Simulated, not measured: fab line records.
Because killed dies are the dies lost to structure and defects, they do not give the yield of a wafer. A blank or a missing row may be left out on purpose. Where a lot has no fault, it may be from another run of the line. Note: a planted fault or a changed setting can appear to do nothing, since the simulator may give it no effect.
fab line records    flow rit-cmos
record lots=6  wafers=18  last-day=7
route steps=202 shown SILICIDE@167 CONTACT@168
lots that met no fault: from a run of the same line without faults
start-h: start of the lot's first displayed wafer, in hours after the record's first day    wait-h: time in hours since the lot's previous step    " repeats the value in the row above    L1.1+2: one row covering several wafers at once    - either no value or no given start    * or withheld: withheld    < > ~ a bound
route shown NAME@n: NAME is a module with steps in the file, n the number in the route of the first one    usual: mean and standard deviation over wafers with no fault    same: alike in all rows    chamber/n: place in a boat    sites: readings site by site    _std_site: the values' standard deviation    _edge_site: mean of outer sites minus mean of inner sites    radius-mm: how far each site lies from the wafer's centre    mask NAME#n: copy n    behind: the tool/chamber that last shaped the wafer    hold: why the lot was held/for how many hours/how that ended    device: whichever transistor did not switch (one of n, p or np)    end of line: the tests these same wafers got at the end of their route    a step with no rows: only its recipe    killed: dies lost to structure and defects at the first sort, not the wafer's yield    map: per-die view of a wafer (x killed, . not killed, _ where there is no die)
set.NAME: setting as actually run; set.NAME@STEP: the setting as run at that earlier step    model.NAME: the simulator's own value behind a step, which no gauge read
lots at some steps of the route; a table a step, a row a wafer
services: the hour from which a tool's chamber was out of use, counted from the record's first day as start-h (under 0 if before that day), plus the number of hours and why
## steps
# step RIT_SILICIDE_RTA_06
# recipe temp-c=750  time-s=10  idle-temp-c=25  ramp-up-s=5  ramp-down-s=10  cool-to-c=25  ambient=N2
# usual anneal-temp-c-max=752.6/0.7  wafer_temp_C_max=752.8/0.63
lot.wafer  tool           chamber  start-h  wait-h  anneal-temp-c-max  wafer_temp_C_max
L421.1     rtp-anneal-01  0        76.44    0.0     751.5              752.6
L421.2     "              0        "        "       753.2              752.6
L421.6     "              0        "        "       752.3              752.1
L426.1     rtp-anneal-02  0        100.63   0.0     753.1              753.2
L426.2     "              0        "        "       753.3              753.7
L426.5     "              0        "        "       753.2              753.4
L431.1     rtp-anneal-01  0        128.98   0.0     752.0              752.3
L431.2     "              0        "        "       752.2              752.4
L431.6     "              0        "        "       752.3              753.1
L433.1     rtp-anneal-01  0        140.28   0.0     752.5              751.8
L433.3     "              0        "        "       752.8              753.1
L433.5     "              0        "        "       751.9              752.6
L435.2     rtp-anneal-01  0        152.26   0.0     752.3              751.9
L435.3     "              0        "        "       751.9              753.3
L435.5     "              0        "        "       752.7              752.9
L437.1     rtp-anneal-01  0        164.54   0.0     751.1              752.3
L437.3     "              0        "        "       752.2              752.4
L437.5     "              0        "        "       751.7              751.6
# step RIT_CONTACT_CVD_00
# recipe material=SiO2  target-thk-nm=400  precursor=TEOS  temp-c=390  time-s=61  rf-w=411.7
# usual heater-power-w=325/54
lot.wafer  tool      chamber  start-h  wait-h  heater-power-w
L421.1     pecvd-02  2        76.51    0.1     338
L421.2     "         1        "        "       308
L421.6     "         2        "        "       355
L426.1     pecvd-01  2        100.70   0.1     365
L426.2     "         1        "        "       424
L426.5     "         2        "        "       378
L431.1     pecvd-03  1        129.05   0.1     268
L431.2     "         2        "        "       363
L431.6     "         0        "        "       265
L433.1     pecvd-02  1        140.35   0.1     264
L433.3     "         0        "        "       252
L433.5     "         1        "        "       280
L435.2     pecvd-01  2        152.31   0.0     386
L435.3     "         1        "        "       391
L435.5     "         0        "        "       419
L437.1     pecvd-03  1        164.61   0.1     223
L437.3     "         1        "        "       250
L437.5     "         0        "        "       257
# step RIT_CONTACT_THK_MEAS_01
# recipe reads=SiO2_of_CONTACT_CVD_00
# usual CONTACT_TEOS_THK=403/5.4
lot.wafer  tool           chamber  start-h  wait-h  CONTACT_TEOS_THK[nm]
L421.1     film-metro-04  -        76.58    0.1     394
L421.2     "              -        "        "       398
L421.6     "              -        "        "       405
L426.1     film-metro-02  -        100.75   0.0     398
L426.2     "              -        "        "       400
L426.5     "              -        "        "       403
L431.1     film-metro-02  -        129.10   0.0     402
L431.2     "              -        "        "       403
L431.6     "              -        "        "       405
L433.1     film-metro-04  -        140.40   0.0     401
L433.3     "              -        "        "       398
L433.5     "              -        "        "       408
L435.2     film-metro-02  -        152.37   0.0     399
L435.3     "              -        "        "       401
L435.5     "              -        "        "       406
L437.1     film-metro-01  -        164.68   0.1     403
L437.3     "              -        "        "       406
L437.5     "              -        "        "       405
# step RIT_CONTACT_HMDS_02
# recipe prime-time-s=60  prime-temp-c=140
# step RIT_CONTACT_COAT_03
# recipe resist=NOVOLAK  spin-rpm=3250  resist-thk-nm=1000
# step RIT_CONTACT_SOFTBAKE_04
# recipe resist=NOVOLAK  temp-c=90  time-s=60
# step RIT_CONTACT_EXPOSE_05
# recipe mask-id=M11  na=0.6  source-shape=conventional  sigma-outer=0.5  target-cd-nm=1000  dose-mj=250
# step RIT_CONTACT_PEB_06
# recipe resist=NOVOLAK  temp-c=withheld  time-s=withheld
# step RIT_CONTACT_DEVELOP_07
# recipe resist=NOVOLAK  develop-time-s=120  dev-temp-c=23
# step RIT_CONTACT_CD_MEAS_08
# recipe target-cd-nm=1000
# usual cd-nm=999.2/1.9
lot.wafer  tool       chamber  start-h  wait-h  cd-nm
L421.1     cd-sem-02  -        77.67    -       999.4
L421.2     "          -        "        "       997.2
L421.6     "          -        "        "       997.3
L426.1     cd-sem-01  -        101.99   -       1000.5
L426.2     "          -        "        "       997.9
L426.5     "          -        "        "       999.8
L431.1     cd-sem-01  -        130.25   -       1003.3
L431.2     "          -        "        "       1001.0
L431.6     "          -        "        "       1001.0
L433.1     cd-sem-02  -        141.55   -       997.7
L433.3     "          -        "        "       998.9
L433.5     "          -        "        "       997.6
L435.2     cd-sem-02  -        153.53   -       995.8
L435.3     "          -        "        "       997.2
L435.5     "          -        "        "       999.1
L437.1     cd-sem-01  -        165.71   -       1000.2
L437.3     "          -        "        "       1000.6
L437.5     "          -        "        "       1000.1
# step RIT_CONTACT_OVL_MEAS_09
# usual CONTACT_OVL=0.6/1.7
lot.wafer  tool        chamber  start-h  wait-h  CONTACT_OVL[nm]
L421.1     overlay-01  -        77.79    0.1     -0.1
L421.2     "           -        "        "       1.5
L421.6     "           -        "        "       3.4
L426.1     overlay-02  -        102.11   0.1     -0.1
L426.2     "           -        "        "       0.6
L426.5     "           -        "        "       1.1
L431.1     overlay-02  -        130.37   0.1     -0.6
L431.2     "           -        "        "       -0.8
L431.6     "           -        "        "       -0.1
L433.1     overlay-01  -        141.67   0.1     -2.2
L433.3     "           -        "        "       -0.5
L433.5     "           -        "        "       -2.8
L435.2     overlay-01  -        153.64   0.1     2.0
L435.3     "           -        "        "       -0.3
L435.5     "           -        "        "       2.8
L437.1     overlay-01  -        165.83   0.1     -1.8
L437.3     "           -        "        "       0.4
L437.5     "           -        "        "       -1.6
# step RIT_CONTACT_HARDBAKE_10
# recipe resist=NOVOLAK  temp-c=140  time-s=60
# step RIT_CONTACT_ETCH_11
# recipe target-depth-a=4800  over-etch-frac=0.2  stop-on=TiSi2  chemistry=CHF3/CF4/Ar  target=SiO2  CHF3_flow_sccm=50  cf4-flow-sccm=10  Ar_flow_sccm=100  O2_flow_sccm=5  pressure-mtorr=100  rf-w=206.7  time-s=320
# usual chamber-pressure-mTorr=100.00/0.096  drypump-motor-current-A=5.6/0.38  oes-product-au=1.000/0.015  throttle-valve-pct=8.85/0.13
lot.wafer  tool         chamber  start-h  wait-h  chamber-pressure-mTorr  drypump-motor-current-A  oes-product-au  rf-hours-counter-h  throttle-valve-pct  model.CONTACT.feature-depth-nm  model.etch.depth-nm  model.NOVOLAK_of_CONTACT_COAT_03.thk-nm
L421.1     rie-diel-02  2        78.04    0.1     99.85                   6.1                      1.013           59                  8.89                393.2                           393.2                761.5
L421.2     "            0        "        "       100.06                  4.9                      1.011           14                  8.82                398.4                           398.4                766.4
L421.6     "            1        "        "       99.92                   5.4                      1.003           -                   8.89                405.6                           405.6                761.8
L426.1     rie-diel-01  3        102.30   0.1     99.97                   4.9                      1.001           107                 8.91                397.8                           397.8                757.8
L426.2     "            2        "        "       99.99                   5.8                      0.990           29                  8.94                400.4                           400.4                764.1
L426.5     "            0        "        "       100.18                  5.8                      0.961           -                   8.63                402.7                           402.7                761.2
L431.1     rie-diel-01  2        130.56   0.1     99.99                   5.8                      0.977           30                  8.94                299                             299                  808.7
L431.2     "            3        "        "       99.91                   4.9                      1.002           108                 8.92                402.7                           402.7                762.6
L431.6     "            1        "        "       100.09                  5.9                      1.010           -                   8.80                404.9                           404.9                765.4
L433.1     rie-diel-01  1        141.86   0.1     99.93                   5.9                      1.010           99                  8.80                401                             401                  770.2
L433.3     "            2        "        "       99.93                   5.8                      0.978           30                  8.91                299.4                           299.4                814.9
L433.5     "            1        "        "       99.93                   5.9                      1.001           -                   8.81                408.4                           408.4                771.4
L435.2     rie-diel-02  3        153.82   0.1     100.01                  5.2                      1.007           68                  8.94                399.2                           399.2                767.7
L435.3     "            0        "        "       100.12                  4.8                      1.012           16                  8.78                400.5                           400.5                765.5
L435.5     "            1        "        "       99.89                   5.3                      1.010           -                   8.90                406.1                           406.1                769.3
L437.1     rie-diel-03  0        166.02   0.1     99.91                   5.8                      0.984           33                  8.66                402.9                           402.9                767.7
L437.3     "            1        "        "       100.03                  5.5                      1.011           143                 9.08                405.9                           405.9                770.3
L437.5     "            3        "        "       100.10                  5.9                      1.002           -                   8.74                404.8                           404.8                771.6
# step RIT_CONTACT_STRIP_12
# recipe chemistry=O2  time-s=180  resist=NOVOLAK  platen-temp-c=withheld  power-w=500  pressure-mtorr=4000  o2-flow-sccm=4000
# usual chamber-pressure-mTorr=4000/3.7  drypump-motor-current-A=5.7/0.54  rf-refl-power-W=6.8/1.4
lot.wafer  tool             chamber  start-h  wait-h  chamber-pressure-mTorr  drypump-motor-current-A  rf-hours-counter-h  rf-refl-power-W
L421.1     plasma-asher-03  1        78.23    0.1     3996                    5.7                      30                  7.5
L421.2     "                0        "        "       3994                    6.5                      30                  8.3
L421.6     "                0        "        "       4004                    6.5                      -                   8.3
L426.1     plasma-asher-03  0        102.49   0.1     3993                    6.5                      32                  7.9
L426.2     "                1        "        "       3996                    5.7                      32                  7.6
L426.5     "                1        "        "       3998                    5.7                      -                   7.5
L431.1     plasma-asher-03  1        130.75   0.1     3997                    5.7                      36                  7.4
L431.2     "                0        "        "       3994                    6.5                      36                  8.1
L431.6     "                0        "        "       4000                    6.5                      -                   7.9
L433.1     plasma-asher-04  0        142.05   0.1     4001                    5.5                      51                  7.9
L433.3     "                1        "        "       4002                    6.3                      -                   7.8
L433.5     "                1        "        "       3999                    6.3                      -                   8.1
L435.2     plasma-asher-03  1        154.01   0.1     4010                    5.7                      38                  7.5
L435.3     "                1        "        "       3999                    5.7                      -                   7.6
L435.5     "                1        "        "       4000                    5.7                      -                   7.6
L437.1     plasma-asher-03  1        166.21   0.1     3997                    5.6                      39                  7.3
L437.3     "                0        "        "       4000                    6.5                      -                   8.3
L437.5     "                1        "        "       4003                    5.7                      -                   7.5
## services
tool             chamber  start-h  hours  kind
plasma-asher-04  -        57.82    14.6   pm
pecvd-02         0        71.85    4.7    repair
plasma-asher-04  -        74.78    2.2    repair
rie-diel-01      2        82.59    5.1    repair
pecvd-02         2        88.79    3.6    repair
plasma-asher-04  -        114.19   2.8    repair
rie-diel-03      1        118.47   9.9    repair
pecvd-03         -        123.75   2.8    pm
rie-diel-03      0        125.87   4.4    repair
plasma-asher-04  -        129.31   4.3    pm
rie-diel-02      1        136.41   -      clean
rie-diel-02      1        136.41   14.1   scheduled-down
rie-diel-02      1        136.41   14.1   vent-cycle
pecvd-03         2        138.82   26.5   repair
## key
first-sign none at tools or gauges
model-effect step=RIT_CONTACT_ETCH_11  value=CONTACT.feature-depth-nm  without=399.7  struck=299.2
met-at RIT_CONTACT_ETCH_11
struck-wafers L431.1,L433.3
later-rows-left-out L431.1,L433.3
sort-left-out L431.1,L433.3
tester-left-out L431,L433
onset-between 102.30 130.56
fault kind=process-parameter-drift  tool=rie-diel-01  chamber=2  onset-h=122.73  steps=RIT_CONTACT_ETCH_11  channel=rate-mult  offset=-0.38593  shape=step  end-h=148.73
# tester-left-out: of these lots the tester's yield and bins aren't shown, on N5 and GAA mostly nor the transistor test; their killed dies are dies lost to structure and defects alone, not to doping, threshold or leakage, so they don't give the yield
# sort-left-out: the simulated sort isn't trusted on such a fault, so these wafers' sort isn't shown, and their yield isn't known
# later-rows-left-out: the simulator's readings of these wafers behind a module that went badly wrong aren't trusted and aren't shown, but for the sort
